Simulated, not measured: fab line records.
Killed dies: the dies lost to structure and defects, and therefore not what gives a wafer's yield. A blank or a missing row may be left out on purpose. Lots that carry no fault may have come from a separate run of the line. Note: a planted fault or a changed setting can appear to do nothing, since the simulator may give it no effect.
Comparing a struck lot with a sound one || flow rit_cmos || 15 steps out of a route of 202
Sound: wafers L688.1, L688.2, L688.4. Struck: wafers L681.1, L681.4, L681.6. At the end, the cause is stated.
Per side, at each step with rows, come the tool, then ch with its chambers, and then its first start. Under that, the readings that differ: sound wafers || struck wafers || difference of the means || sigmas: that difference in standard deviations of wafers without a fault.
alike: a reading whose means differ by less than 2 such deviations, as well as words and numbers matching on both sides. not compared: withheld readings; readings where some wafer has no value; bounds like >300 that might hide an equal value; numbers whose values overlap and for which the record gives no deviation.
A row with sigmas, a row that says differs or no value, or rows on one side alone: a step with any of these is where the two part. Numbers that have no deviation but don't overlap get no sigmas and don't part them. A reading that every wafer of one side lacks parts them only if that side has two wafers or more.

first, 1 step without rows for these wafers: RIT_PRETRO_DEVELOP_05 (develop time 68 s).
RIT_PRETRO_OVL_MEAS_06:
  sound on overlay-01 at day 4 05:46; struck on overlay-02 at day 2 18:20
  alike: PRETRO_OVL
then, 2 steps without rows for these wafers: RIT_PRETRO_HARDBAKE_07 (time 120 s); RIT_PRETRO_IMPLANT_08.
RIT_PRETRO_STRIP_09: strips in O2, time 180 s.
  sound on plasma_asher-02 ch 0,1, day 4 06:13; struck on plasma_asher-01 ch 0,1, day 2 18:51
{"reading": "drypump_motor_current_A (A)", "sound": "4.7 5.5 4.7", "struck": "6.0 6.1 6.0", "difference": "+1.1", "sigmas": "+2"}
  alike: rf_refl_power_W
  not compared: rf_hours_counter_h
RIT_PRETRO_TW_MEAS_10:
  sound on film_metro-04 at day 4 06:23; struck on film_metro-01 at day 2 19:01
  alike: PRETRO_TW
then, 5 steps without rows for these wafers: RIT_GATE_WET_ETCH_00 (etches SiO2 in BOE, target depth 56 nm, time 60 s); RIT_GATE_CLEAN_01 (cleans in SC1, time 600 s); RIT_GATE_CLEAN_02 (cleans in dHF, time 30 s); RIT_GATE_CLEAN_03 (cleans in SC2, time 600 s); RIT_GATE_CLEAN_04 (cleans in dHF, time 60 s).
RIT_FOX2_THK_MEAS_91:
  sound on film_metro-03 at day 4 06:53; struck on film_metro-04 at day 2 19:32
  alike: FIELD_OXIDE_LEFT_2_THK
-- the record jumps here: 5 days lie between the struck wafers' starts before and after (it left off in module FOX2 and takes up again in module GATE, whose first step shown is number 75 of the route) --
RIT_GATE_OXIDATION_05: target thk 3 nm, ox time 270 s.
  sound on furnace-01 ch 0, day 4 06:57; struck on furnace-02 ch 0, day 7 20:06
{"reading": "zone_power_source_pct (%)", "sound": "29.5 29.9 30.0", "struck": "23.5 23.6 23.7", "difference": -6.2, "sigmas": -3}
  alike: spike_tc_centre_C
then, 1 step without rows for these wafers: RIT_GATE_ANNEAL_06 (time 600 s).
RIT_M1_PROBE_99:
  sound on prober-01 at day 5 07:40; struck on prober-02 at day 8 22:16
{"reading": "killed_at_M0_to_M3", "sound": "0 0 0", "struck": "1 0 0", "difference": "+0", "sigmas": "+4"}
{"reading": "model.etest.nmos_0p15.gate_bv_v (V)", "sound": "4.784 4.801 4.848", "struck": "4.454 4.434 4.427", "difference": -0.373, "sigmas": ""}
{"reading": "model.etest.pmos_0p15.gate_bv_v (V)", "sound": "4.674 4.713 4.753", "struck": "4.334 4.347 4.312", "difference": -0.382, "sigmas": ""}
{"reading": "model.etest.pmos_0p15.bv_v (V)", "sound": "5.616 5.634 5.672", "struck": "5.377 5.389 5.37", "difference": -0.262, "sigmas": ""}
{"reading": "model.etest.pmos_0p3.bv_v (V)", "sound": "5.616 5.634 5.672", "struck": "5.377 5.389 5.37", "difference": -0.262, "sigmas": ""}
{"reading": "model.etest.nmos_0p15.bv_v (V)", "sound": "5.511 5.516 5.526", "struck": "5.328 5.284 5.293", "difference": -0.216, "sigmas": ""}
{"reading": "model.etest.nmos_0p3.bv_v (V)", "sound": "5.511 5.516 5.526", "struck": "5.328 5.284 5.293", "difference": -0.216, "sigmas": ""}
  alike: killed_at_contacts, killed_at_front_end, killed_dies, killed_open, killed_short

WHERE THEY PART
At RIT_PRETRO_STRIP_09 first; at RIT_M1_PROBE_99 last (within this record only).

WHY: whatever the simulator had introduced
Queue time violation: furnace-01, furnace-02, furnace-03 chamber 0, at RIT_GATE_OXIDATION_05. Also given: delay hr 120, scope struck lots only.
